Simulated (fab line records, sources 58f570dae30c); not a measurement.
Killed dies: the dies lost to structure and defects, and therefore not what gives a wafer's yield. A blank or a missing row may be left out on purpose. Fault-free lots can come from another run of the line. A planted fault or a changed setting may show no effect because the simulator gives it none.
The same fault as seen by 2 desks	flow berkeley-cmos170	only its own numbers are on each desk; what lay behind them is given at the end

TOOL OWNER'S DESK, implanter-04
The tool's own readings at UCB170_PWELL_IMPLANT_15, given as means over the sampled wafers that have a number, one for each lot that went through this tool. Marked OUT: a lot whose mean sits more than 4 standard deviations from the usual mean, which makes it out of limits; the brackets give that distance.
Columns: A = dose-ions-cm2 at UCB170_PWELL_IMPLANT_15, usual 5.001e+12; B = faraday-current-uA at UCB170_PWELL_IMPLANT_15, usual 15.9
lot	first seen here	A	B
L294	day 3 09:28	5.000e+12	15.7
L298	day 4 13:31	4.999e+12	15.9
L299	day 4 14:13	5.001e+12	15.6
L301	day 4 22:02	5.003e+12	15.7
L302	day 5 05:39	4.999e+12	15.8
L306	day 5 21:02	5.003e+12	16.0
L311	day 6 19:33	5.005e+12	16.0
L313	day 7 08:52	4.397e+12 (-99 or more) OUT	14.1 (-5.8) OUT
L314	day 7 09:13	4.398e+12 (-99 or more) OUT	14.1 (-5.7) OUT
L315	day 7 17:09	4.400e+12 (-99 or more) OUT	14.1 (-5.8) OUT
This desk finds L313, L314, L315 out of limits, L313 being first, at day 7 08:52 (dose-ions-cm2 at UCB170_PWELL_IMPLANT_15). L294, L298, L299, L301, L302, L306, L311: within limits.

THE METROLOGY DESK
Lot by lot, what the gauges showed, no matter which tool ran the lot: averages of those sampled wafers that carry a number. Marked OUT: a lot whose mean sits more than 4 standard deviations from the usual mean, which makes it out of limits; the brackets give that distance.
Columns: A = PWELL_TW at UCB170_PWELL_TW_MEAS_17, usual 374.7
lot	first seen here	A
L292	day 2 22:34	373.2
L293	day 3 05:47	371.5
L294	day 3 09:41	378.3
L297	day 4 00:35	374.1
L298	day 4 13:45	371.0
L299	day 4 14:28	379.5
L301	day 4 22:17	371.5
L302	day 5 05:53	377.3
L305	day 5 21:11	372.4
L306	day 5 21:25	375.0
L311	day 6 19:48	374.7
L310	day 6 19:55	374.0
L313	day 7 09:16	357.7 (-6.8) OUT
L314	day 7 09:35	359.3 (-6.1) OUT
L315	day 7 17:24	361.1 (-5.4) OUT
Finding of this desk: L313, L314, L315 out of limits, first seen on L313 at day 7 09:16 (PWELL_TW at UCB170_PWELL_TW_MEAS_17). L292, L293, L294, L297, L298, L299, L301, L302, L305, L306, L311, L310: within limits.

TAKEN TOGETHER
The tool owner's desk could have raised an alarm at day 7 08:52, on L313, L314, L315.
At day 7 09:16 the metrology desk could have sounded an alarm, on L313, L314, L315.
The lots listed all ran UCB170_PWELL_IMPLANT_15 on implanter-04.

WHAT WAS PUT IN BY THE SIMULATOR
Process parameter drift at UCB170_PWELL_IMPLANT_15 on implanter-04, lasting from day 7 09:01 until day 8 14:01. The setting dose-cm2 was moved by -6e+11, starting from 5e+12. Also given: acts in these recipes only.
Shown lots that were struck: L313, L314, L315.
